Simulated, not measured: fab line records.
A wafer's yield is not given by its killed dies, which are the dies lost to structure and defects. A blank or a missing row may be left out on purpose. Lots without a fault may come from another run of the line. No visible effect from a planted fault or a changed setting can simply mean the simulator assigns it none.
fab line records | flow rit-cmos
[record] lots = 6 | wafers = 18 | last-day = 8
route steps=202 shown NSD@138 PSD@142 SDANNEAL@153 M1@202
lots that met no fault: from a run of the same line without faults
start-h: start of the lot's first displayed wafer, in hours after the record's first day | wait-h: how many hours have passed since the lot's step before this one | " repeats the value in the row above | L1.1+2: one row covering several wafers at once | - no value, or no start given | * or withheld: withheld | < > ~ a bound
route shown NAME@n: NAME is a module with steps in the file, n the number in the route of the first one | usual: average and standard deviation across the fault-free wafers | same: alike in all rows | chamber/n: place in a boat | sites: the reading at each site | _std_site: standard deviation across them | _edge_site: mean of outer sites minus mean of inner sites | radius-mm: for every site, how far away it sits from the centre of the wafer | mask NAME#n: copy n | behind: the most recent tool/chamber to have shaped the wafer | hold: why the lot was held/for how many hours/how that ended | device: transistor that didn't switch, given as n, p or np | end of line: the tests these same wafers got at the end of their route | for a step that has no rows: nothing shown but its recipe | killed: the dies lost at the first sort to structure and to defects; this is not the yield of the wafer | map: the dies of a wafer, with x for killed, . for not killed, _ for no die there
set.NAME: the setting that was run; set.NAME@STEP: the one run at that earlier step | model.NAME: the simulator's own value behind a step, which no gauge read
lots at selected steps of the route; one table per step, one row per wafer
services: from which hour (start-h, from the record's first day; less than 0 if before it) a tool's chamber was out of use, for how many hours, and why
[[steps]]
[step RIT_NSD_HARDBAKE_07]
[recipe] resist = NOVOLAK | temp-c = 140 | time-s = 60
[step RIT_NSD_IMPLANT_08]
[recipe] species = P | energy-kev = 25 | dose-cm2 = 1e+15 | tilt-deg = 7
[step RIT_NSD_STRIP_09]
[recipe] chemistry = O2 | time-s = 180 | resist = NOVOLAK | platen-temp-c = withheld | power-w = 500 | pressure-mtorr = 4000 | o2-flow-sccm = 4000
[usual] drypump-motor-current-A = 5.5/0.5
lot.wafer | tool            | chamber | start-h | wait-h | drypump-motor-current-A | rf-hours-counter-h
L951.2    | plasma-asher-04 | 0       | 89.49   | 0.1    | 5.3                     | 49
L951.5    | "               | 1       | "       | "      | 5.9                     | -
L951.6    | "               | 0       | "       | "      | 5.3                     | -
L957.1    | plasma-asher-04 | 0       | 131.69  | 0.1    | 5.3                     | 52
L957.3    | "               | 0       | "       | "      | 5.3                     | -
L957.4    | "               | 1       | "       | "      | 5.9                     | -
L961.3    | plasma-asher-01 | 0       | 156.12  | 0.1    | 5.3                     | -
L961.5    | "               | 1       | "       | "      | 4.9                     | -
L961.6    | "               | 0       | "       | "      | 5.3                     | -
L963.1    | plasma-asher-02 | 0       | 163.45  | 0.1    | 6.5                     | 4
L963.2    | "               | 1       | "       | "      | 5.9                     | 4
L963.6    | "               | 1       | "       | "      | 5.9                     | -
L966.1    | plasma-asher-01 | 0       | 181.19  | 0.1    | 5.3                     | 45
L966.3    | "               | 0       | "       | "      | 5.3                     | -
L966.5    | "               | 1       | "       | "      | 4.9                     | -
L965.3    | plasma-asher-02 | 0       | 181.49  | 0.1    | 6.5                     | -
L965.4    | "               | 1       | "       | "      | 5.9                     | -
L965.5    | "               | 0       | "       | "      | 6.5                     | -
[step RIT_NSD_TW_MEAS_10]
[usual] NSD_TW = 3126/29
lot.wafer | tool          | chamber | start-h | wait-h | NSD_TW
L951.2    | film-metro-04 | -       | 89.68   | 0.1    | 3111
L951.5    | "             | -       | "       | "      | 3122
L951.6    | "             | -       | "       | "      | 3118
L957.1    | film-metro-03 | -       | 131.86  | 0.1    | 3182
L957.3    | "             | -       | "       | "      | 3179
L957.4    | "             | -       | "       | "      | 3186
L961.3    | film-metro-04 | -       | 156.26  | 0.1    | 3109
L961.5    | "             | -       | "       | "      | 3107
L961.6    | "             | -       | "       | "      | 3116
L963.1    | film-metro-01 | -       | 163.62  | 0.1    | 3099
L963.2    | "             | -       | "       | "      | 3090
L963.6    | "             | -       | "       | "      | 3102
L966.1    | film-metro-03 | -       | 181.37  | 0.1    | 3159
L966.3    | "             | -       | "       | "      | 3162
L966.5    | "             | -       | "       | "      | 3171
L965.3    | film-metro-01 | -       | 181.63  | 0.1    | 3112
L965.4    | "             | -       | "       | "      | 3089
L965.5    | "             | -       | "       | "      | 3076
[step RIT_PSD_HMDS_00]
[recipe] prime-time-s = 60 | prime-temp-c = 140
[step RIT_PSD_COAT_01]
[recipe] resist = NOVOLAK | spin-rpm = 3250 | resist-thk-nm = 1000
[step RIT_PSD_SOFTBAKE_02]
[recipe] resist = NOVOLAK | temp-c = 90 | time-s = 60
[step RIT_PSD_EXPOSE_03]
[recipe] mask-id = M10 | na = 0.57 | target-cd-nm = 40900 | dose-mj = 250
[step RIT_PSD_PEB_04]
[recipe] resist = NOVOLAK | temp-c = withheld | time-s = withheld
[step RIT_PSD_DEVELOP_05]
[recipe] resist = NOVOLAK | develop-time-s = 50 | dev-temp-c = 23
[step RIT_PSD_OVL_MEAS_06]
[usual] PSD_OVL = 0.2/1.5
lot.wafer | tool       | chamber | start-h | wait-h | PSD_OVL[nm]
L951.2    | overlay-02 | -       | 90.99   | -      | 0.8
L951.5    | "          | -       | "       | "      | 0.9
L951.6    | "          | -       | "       | "      | 1.2
L957.1    | overlay-02 | -       | 132.86  | -      | -0.9
L957.3    | "          | -       | "       | "      | -0.2
L957.4    | "          | -       | "       | "      | 1.0
L961.3    | overlay-01 | -       | 157.29  | -      | -0.3
L961.5    | "          | -       | "       | "      | -0.7
L961.6    | "          | -       | "       | "      | -3.7
L963.1    | overlay-02 | -       | 164.86  | -      | 1.0
L963.2    | "          | -       | "       | "      | 1.8
L963.6    | "          | -       | "       | "      | 1.9
L966.1    | overlay-01 | -       | 182.40  | -      | 1.3
L966.3    | "          | -       | "       | "      | 0.2
L966.5    | "          | -       | "       | "      | 1.0
L965.3    | overlay-02 | -       | 182.69  | -      | -2.2
L965.4    | "          | -       | "       | "      | -3.1
L965.5    | "          | -       | "       | "      | -1.3
[step RIT_PSD_HARDBAKE_07]
[recipe] resist = NOVOLAK | temp-c = 140 | time-s = 60
[step RIT_PSD_IMPLANT_08]
[recipe] species = BF2 | energy-kev = 27 | dose-cm2 = 5e+15 | tilt-deg = 7
[usual] beam-on-s = 14.0/0.41 | dose-ions-cm2 = 4.999e+15/4.9e+12
lot.wafer | tool         | chamber | start-h | wait-h | beam-on-s | dose-ions-cm2
L951.2    | implanter-03 | 0       | 91.29   | 0.1    | 13.6      | 4.99e+15
L951.5    | "            | 0       | "       | "      | 13.3      | 4.993e+15
L951.6    | "            | 0       | "       | "      | 13.3      | 4.985e+15
L957.1    | implanter-04 | 0       | 133.04  | 0.1    | 14.0      | 4.999e+15
L957.3    | "            | 0       | "       | "      | 14.5      | 4.999e+15
L957.4    | "            | 0       | "       | "      | 13.9      | 4.999e+15
L961.3    | implanter-04 | 0       | 157.51  | 0.1    | 24.2      | 8.499e+15
L961.5    | "            | 0       | "       | "      | 23.7      | 8.502e+15
L961.6    | "            | 0       | "       | "      | 23.7      | 8.495e+15
L963.1    | implanter-04 | 0       | 165.04  | 0.1    | 24.0      | 8.494e+15
L963.2    | "            | 0       | "       | "      | 24.0      | 8.496e+15
L963.6    | "            | 0       | "       | "      | 23.1      | 8.498e+15
L966.1    | implanter-01 | 0       | 182.59  | 0.1    | 14.2      | 4.995e+15
L966.3    | "            | 0       | "       | "      | 14.1      | 5e+15
L966.5    | "            | 0       | "       | "      | 14.7      | 5.003e+15
L965.3    | implanter-01 | 0       | 183.13  | 0.1    | 14.3      | 4.995e+15
L965.4    | "            | 0       | "       | "      | 14.7      | 4.991e+15
L965.5    | "            | 0       | "       | "      | 14.2      | 5.002e+15
[step RIT_PSD_STRIP_09]
[recipe] chemistry = O2 | time-s = 180 | resist = NOVOLAK | platen-temp-c = withheld | power-w = 500 | pressure-mtorr = 4000 | o2-flow-sccm = 4000
[usual] drypump-motor-current-A = 5.7/0.41
lot.wafer | tool            | chamber | start-h | wait-h | drypump-motor-current-A | rf-hours-counter-h
L951.2    | plasma-asher-02 | 1       | 91.41   | 0.1    | 5.9                     | 47
L951.5    | "               | 0       | "       | "      | 6.5                     | -
L951.6    | "               | 1       | "       | "      | 5.9                     | -
L957.1    | plasma-asher-03 | 1       | 133.19  | 0.1    | 5.2                     | 34
L957.3    | "               | 1       | "       | "      | 5.3                     | -
L957.4    | "               | 0       | "       | "      | 5.8                     | -
L961.3    | plasma-asher-02 | 1       | 157.67  | 0.1    | 5.9                     | -
L961.5    | "               | 0       | "       | "      | 6.5                     | -
L961.6    | "               | 1       | "       | "      | 5.9                     | -
L963.1    | plasma-asher-03 | 0       | 165.19  | 0.1    | 5.8                     | 37
L963.2    | "               | 1       | "       | "      | 5.3                     | 37
L963.6    | "               | 1       | "       | "      | 5.2                     | -
L966.1    | plasma-asher-03 | 1       | 182.74  | 0.1    | 5.3                     | 39
L966.3    | "               | 1       | "       | "      | 5.2                     | -
L966.5    | "               | 0       | "       | "      | 5.7                     | -
L965.3    | plasma-asher-04 | 0       | 183.28  | 0.1    | 5.3                     | -
L965.4    | "               | 1       | "       | "      | 5.9                     | -
L965.5    | "               | 0       | "       | "      | 5.3                     | -
[step RIT_PSD_TW_MEAS_10]
[usual] PSD_TW = 3440/36
lot.wafer | tool          | chamber | start-h | wait-h | PSD_TW
L951.2    | film-metro-03 | -       | 91.60   | 0.1    | 3457
L951.5    | "             | -       | "       | "      | 3458
L951.6    | "             | -       | "       | "      | 3465
L957.1    | film-metro-03 | -       | 133.37  | 0.1    | 3512
L957.3    | "             | -       | "       | "      | 3501
L957.4    | "             | -       | "       | "      | 3488
L961.3    | film-metro-01 | -       | 157.81  | 0.1    | 3515
L961.5    | "             | -       | "       | "      | 3511
L961.6    | "             | -       | "       | "      | 3519
L963.1    | film-metro-04 | -       | 165.37  | 0.1    | 3533
L963.2    | "             | -       | "       | "      | 3536
L963.6    | "             | -       | "       | "      | 3514
L966.1    | film-metro-03 | -       | 182.92  | 0.1    | 3469
L966.3    | "             | -       | "       | "      | 3480
L966.5    | "             | -       | "       | "      | 3468
L965.3    | film-metro-01 | -       | 183.42  | 0.1    | 3427
L965.4    | "             | -       | "       | "      | 3437
L965.5    | "             | -       | "       | "      | 3416
[step RIT_SDANNEAL_CLEAN_00]
[recipe] chemistry = SC1 | mix = 3:3:50 | time-s = 600 | temp-c = 75
[step RIT_SDANNEAL_CLEAN_01]
[recipe] chemistry = dHF | dilution = 50:1 | time-s = 30
[step RIT_SDANNEAL_CLEAN_02]
[recipe] chemistry = SC2 | mix = 3:3:50 | time-s = 600 | temp-c = 75 | dry = n2-spin
[step RIT_SDANNEAL_RTA_03]
[recipe] temp-c = 1050 | time-s = 5 | idle-temp-c = 600 | ramp-up-c-per-s = 342 | ramp-down-c-per-s = 171 | cool-to-c = 600 | ambient = N2
[usual] wafer_temp_C_max = 1053.5/1.2
lot.wafer | tool          | chamber | start-h | wait-h | wafer_temp_C_max
L951.2    | rtp-anneal-01 | 0       | 92.02   | 0.0    | 1053.4
L951.5    | "             | 0       | "       | "      | 1053.1
L951.6    | "             | 0       | "       | "      | 1051.5
L957.1    | rtp-anneal-02 | 0       | 133.81  | 0.0    | 1052.8
L957.3    | "             | 0       | "       | "      | 1052.0
L957.4    | "             | 0       | "       | "      | 1052.5
L961.3    | rtp-anneal-01 | 0       | 158.24  | 0.0    | 1051.8
L961.5    | "             | 0       | "       | "      | 1052.6
L961.6    | "             | 0       | "       | "      | 1053.6
L963.1    | rtp-anneal-01 | 0       | 165.80  | 0.0    | 1054.5
L963.2    | "             | 0       | "       | "      | 1051.9
L963.6    | "             | 0       | "       | "      | 1055.1
L966.1    | rtp-anneal-01 | 0       | 183.36  | 0.0    | 1052.5
L966.3    | "             | 0       | "       | "      | 1054.5
L966.5    | "             | 0       | "       | "      | 1056.1
L965.3    | rtp-anneal-02 | 0       | 183.86  | 0.0    | 1053.9
L965.4    | "             | 0       | "       | "      | 1054.3
L965.5    | "             | 0       | "       | "      | 1054.6
[step RIT_SDANNEAL_RS_MEAS_04]
[recipe] thk-meas-gauge = four-point-probe
[usual] PSD_RS = 115.97/0.28
lot.wafer | tool          | chamber | start-h | wait-h | PSD_RS[ohm/sq]
L951.2    | film-metro-01 | -       | 92.09   | 0.1    | 116.16
L951.5    | "             | -       | "       | "      | 115.79
L951.6    | "             | -       | "       | "      | 115.86
L957.1    | film-metro-03 | -       | 133.87  | 0.0    | 115.51
L957.3    | "             | -       | "       | "      | 116.17
L957.4    | "             | -       | "       | "      | 115.93
L961.3    | film-metro-03 | -       | 158.31  | 0.1    | 109.36
L961.5    | "             | -       | "       | "      | 110.15
L961.6    | "             | -       | "       | "      | 109.52
L963.1    | film-metro-01 | -       | 165.85  | 0.0    | 109.30
L963.2    | "             | -       | "       | "      | 109.46
L963.6    | "             | -       | "       | "      | 109.57
L966.1    | film-metro-04 | -       | 183.42  | 0.0    | 115.89
L966.3    | "             | -       | "       | "      | 115.60
L966.5    | "             | -       | "       | "      | 115.64
L965.3    | film-metro-01 | -       | 183.94  | 0.1    | 116.10
L965.4    | "             | -       | "       | "      | 116.12
L965.5    | "             | -       | "       | "      | 115.98
[step RIT_SDANNEAL_RS_MEAS_05]
[recipe] thk-meas-gauge = four-point-probe
[usual] NSD_RS = 84.61/0.24
lot.wafer | tool          | chamber | start-h | wait-h | NSD_RS[ohm/sq]
L951.2    | film-metro-01 | -       | 92.21   | 0.1    | 84.42
L951.5    | "             | -       | "       | "      | 84.54
L951.6    | "             | -       | "       | "      | 84.51
L957.1    | film-metro-03 | -       | 133.99  | 0.1    | 84.23
L957.3    | "             | -       | "       | "      | 84.57
L957.4    | "             | -       | "       | "      | 84.67
L961.3    | film-metro-03 | -       | 158.43  | 0.1    | 84.67
L961.5    | "             | -       | "       | "      | 84.43
L961.6    | "             | -       | "       | "      | 84.52
L963.1    | film-metro-01 | -       | 165.97  | 0.1    | 84.48
L963.2    | "             | -       | "       | "      | 84.63
L963.6    | "             | -       | "       | "      | 84.76
L966.1    | film-metro-04 | -       | 183.54  | 0.1    | 84.80
L966.3    | "             | -       | "       | "      | 85.08
L966.5    | "             | -       | "       | "      | 84.86
L965.3    | film-metro-01 | -       | 184.06  | 0.1    | 84.59
L965.4    | "             | -       | "       | "      | 84.59
L965.5    | "             | -       | "       | "      | 84.50
[step RIT_M1_PROBE_99]
[usual] killed-at-contacts = 0.1/0.27 | killed-at-front-end = 7/3.1 | killed-dies = 7/3.2 | killed-open = 3.8/2.1 | killed-short = 3.6/2
[same] gross-dies = 264 | killed_at_M0_to_M3 = 0 | killed_at_M4_up = 0 | killed-at-back-side = 0 | killed-at-other = 0
lot.wafer | tool      | chamber | start-h | wait-h | killed-at-contacts | killed-at-front-end | killed-dies | killed-open | killed-short
L957.1    | prober-01 | -       | 141.54  | 0.1    | 0                  | 11                  | 11          | 9           | 2
L957.3    | prober-01 | -       | 141.64  | 0.2    | 0                  | 3                   | 3           | 1           | 2
L957.4    | prober-01 | -       | 141.69  | 0.2    | 0                  | 6                   | 6           | 3           | 3
L963.1    | prober-01 | -       | 174.50  | 0.1    | 0                  | 8                   | 8           | 6           | 2
L963.2    | prober-01 | -       | 174.55  | 0.1    | 0                  | 8                   | 8           | 5           | 3
L963.6    | prober-01 | -       | 174.75  | 0.2    | 0                  | 8                   | 8           | 3           | 5
// killed by level:class
L957.1 SPACER:geometric-particle:open=4 GATE:geometric-particle:short=2 SILICIDE:geometric-particle:open=2 FOX1:geometric-particle:open=1 GATE:geometric-particle:open=1 REOX:geometric-particle:open=1
L957.3 FOX1:geometric-particle:short=1 GATE:geometric-particle:short=1 GATE:geometric-particle:open=1
L957.4 GATE:geometric-particle:open=2 GATE:geometric-particle:short=1 REOX:geometric-particle:short=1 SILICIDE:geometric-particle:open=1 SILICIDE:geometric-particle:short=1
L963.1 FOX1:geometric-particle:open=3 GATE:geometric-particle:open=2 FOX1:geometric-particle:short=1 GATE:geometric-particle:short=1 SILICIDE:geometric-particle:open=1
L963.2 GATE:geometric-particle:open=3 REOX:geometric-particle:short=2 SILICIDE:geometric-particle:open=2 GATE:geometric-particle:short=1
L963.6 GATE:geometric-particle:open=2 SPACER:geometric-particle:short=2 FOX1:geometric-particle:short=1 FOX2:geometric-particle:short=1 SPACER:geometric-particle:open=1 SILICIDE:geometric-particle:short=1
[[services]]
tool            | chamber | start-h | hours | kind
implanter-01    | -       | 88.52   | 3.7   | pm
implanter-03    | -       | 94.88   | 2.2   | repair
plasma-asher-02 | -       | 108.75  | 9.0   | pm
plasma-asher-02 | 0       | 108.75  | 9.0   | vent-cycle
plasma-asher-02 | 1       | 108.75  | 9.0   | vent-cycle
implanter-03    | -       | 112.20  | 2.0   | pm
implanter-01    | -       | 114.42  | 3.3   | repair
plasma-asher-02 | 0       | 117.75  | -     | clean
plasma-asher-02 | 1       | 117.75  | -     | clean
implanter-03    | -       | 122.91  | 56.3  | pm
implanter-04    | -       | 142.09  | 4.7   | pm
implanter-01    | -       | 146.74  | 3.3   | pm
implanter-03    | -       | 179.22  | 5.7   | pm
plasma-asher-02 | -       | 180.85  | 0.5   | repair
[[key]]
[first-sign] step = RIT_PSD_IMPLANT_08 | reading = dose-ions-cm2 | direction = up | sigmas = 99+ | usual = 4.999e+15 | struck = 8.497e+15
[effect] step = RIT_PSD_IMPLANT_08 | reading = beam-on-s | direction = up | sigmas = 24 | usual = 14.0 | struck = 23.8
[effect] step = RIT_PSD_TW_MEAS_10 | reading = PSD_TW | direction = up | sigmas = 2.3 | usual = 3440 | struck = 3521
[effect] step = RIT_SDANNEAL_RS_MEAS_04 | reading = PSD_RS | direction = down | sigmas = 23 | usual = 115.97 | struck = 109.56
met-at RIT_PSD_IMPLANT_08
struck-wafers L961.3,L961.5,L961.6,L963.1,L963.2,L963.6
tester-left-out L961,L963
onset-between 133.04 157.51
[fault] kind = process-parameter-drift | tool = implanter-04 | chamber = - | onset-h = 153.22 | steps = RIT_PSD_IMPLANT_08 | channel = dose-cm2 | offset = 3.4954e+15 | shape = step | end-h = 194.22 | acts-in = these-recipes-only | stated = 5e+15
// tester-left-out: of these lots the tester's yield and bins aren't shown, on N5 and GAA mostly nor the transistor test; their killed dies are dies lost to structure and defects alone, not to doping, threshold or leakage, so they don't give the yield
